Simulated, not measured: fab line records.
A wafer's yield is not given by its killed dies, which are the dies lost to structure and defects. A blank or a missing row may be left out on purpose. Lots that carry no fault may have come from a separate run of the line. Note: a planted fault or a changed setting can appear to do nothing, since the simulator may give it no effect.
The tool behind it: which one? ; flow berkeley-cmos170 ; 42 wafers sampled from 14 lots at 1 step of a route of 331

== WHAT THE GAUGES READ, wafer by wafer ==
UCB170_NLDD_OVL_MEAS_07.
lot;measured;on;NLDD_OVL (nm)
L246;day 6 11:44;overlay-02;-1 -3 0
L247;day 6 15:56;overlay-01;7 12 8
L248;day 6 16:12;overlay-01;1 -3 -2
L249;day 6 17:01;overlay-01;1 4 6
L250;day 7 03:02;overlay-02;-2 5 8
L252;day 7 03:51;overlay-01;6 15 6
L253;day 7 15:40;overlay-02;2 -2 12
L256;day 7 23:01;overlay-01;3 0 4
L255;day 7 23:22;overlay-01;-4 7 1
L254;day 7 23:37;overlay-02;-4 -4 1
L267;day 10 06:59;overlay-01;-8 -4 1
L268;day 10 07:42;overlay-02;2 -9 -1
L264;day 10 08:47;overlay-02;6 9 -4
L269;day 10 12:56;overlay-01;1 -8 10

== EACH LOT AND THE TOOL THAT RAN IT (in order: tool; ch and the chambers of the sampled wafers; start) ==
Before these readings, the record contains no process step.

== AS READ BY THE TOOLS THEMSELVES (means over the sampled wafers that have a number; for cases with no such wafer, the mark the record gives instead) ==
The record holds no such reading with a usual standard deviation.

== THE ANSWER, worked out from the rows above alone ==
Rule: usual is defined by the lots themselves. The widest of any qualifying gaps counts: lots, ordered by their means at a reading, are off when they make up no more than a third of the lots, leave a main group of 4 or more, and stand apart from it by 3 or more times the standard deviation of that group's means. A main group whose means are all the same, to the digits that the tables above print for the reading, isn't used. Also off: a lot with no number at a reading for which 4 or more lots have one. All remaining lots with rows at the step are treated as sound. Order of review: gauges by route order, followed by the tools' own readings, for which a lot's mean as printed above is used. The first step at which some lot is off is used, and at that step the reading that is off furthest; a lot without a number counts as furthest.
None of the lots is off at any reading shown; this tells nothing.

== WHAT HAD BEEN PUT IN BY THE SIMULATOR ==
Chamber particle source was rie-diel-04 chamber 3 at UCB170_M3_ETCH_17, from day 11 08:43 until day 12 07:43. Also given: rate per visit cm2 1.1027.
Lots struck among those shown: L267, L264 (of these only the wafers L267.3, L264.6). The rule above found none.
